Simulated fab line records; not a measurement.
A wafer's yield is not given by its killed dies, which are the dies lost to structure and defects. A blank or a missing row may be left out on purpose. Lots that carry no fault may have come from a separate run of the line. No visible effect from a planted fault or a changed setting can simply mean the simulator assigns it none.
Which tool is to blame? | flow ritCmos | 6 lots with 18 wafers sampled at 2 steps, on a route of 202 steps

== WHAT EACH GAUGE READ, for each wafer ==
RIT_CONTACT_CD_MEAS_08 targets a cd of 1000 nm.
lot  | measured    | on       | cdNm (nm)
L698 | day 3 07:50 | cdSem-02 | 1000.6 1000.8 999.7
L700 | day 3 20:59 | cdSem-01 | 1001.4 1001.9 1000.5
L707 | day 5 06:04 | cdSem-02 | 1015.6 1014.4 1014.9 1015.1 1014.0 1015.4
L711 | day 6 02:15 | cdSem-02 | 999.9 1000.0 999.9
L714 | day 6 17:44 | cdSem-02 | 997.8 998.0 998.9
L719 | day 7 18:02 | cdSem-01 | 1000.8 1001.2 999.7

== TOOL THAT RAN EACH LOT (tool first, then ch and the chambers of the sampled wafers, then the start) ==
lot  | RIT_CONTACT_DEVELOP_07
L698 | lithoTrack-02 ch 0, day 3 07:00
L700 | lithoTrack-01 ch 0, day 3 20:00
L707 | lithoTrack-02 ch 0, day 5 05:00
L711 | lithoTrack-03 ch 0, day 6 02:00
L714 | lithoTrack-01 ch 0, day 6 17:00
L719 | lithoTrack-03 ch 0, day 7 17:00
- RIT_CONTACT_DEVELOP_07: develop time 120 s.

== THE ANSWER, worked out from the rows above alone ==
Rule: what is usual is taken from the lots themselves. The widest of any qualifying gaps counts: lots, ordered by their means at a reading, are off when they make up no more than a third of the lots, leave a main group of 4 or more, and stand apart from it by 3 or more times the standard deviation of that group's means. A main group is skipped when, at the precision printed for the reading in the tables above, its means are all equal. A lot without any number at a reading at which 4 lots or more have one is off too. Any other lot the step has rows for is counted as sound.
Off: L707, at RIT_CONTACT_CD_MEAS_08 (cdNm). The main group: mean 1000.1 nm, standard deviation 1.
A tool fits if, at a process step before that reading, it ran every lot that is off, and no sound lot after the first of them. Gauges at RIT_CONTACT_CD_MEAS_08: tried the same way as those tools. One fits: lithoTrack-02 at RIT_CONTACT_DEVELOP_07. Its last sound lot is L698 (day 3 07:00), its first lot that is off L707 (day 5 05:00): a fault that began between those two fits.

== WHAT WAS PUT IN BY THE SIMULATOR ==
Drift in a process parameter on lithoTrack-02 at RIT_CONTACT_DEVELOP_07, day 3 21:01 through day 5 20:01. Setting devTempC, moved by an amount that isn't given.
Struck lots among those shown: L707. This agrees with what the rule above found.
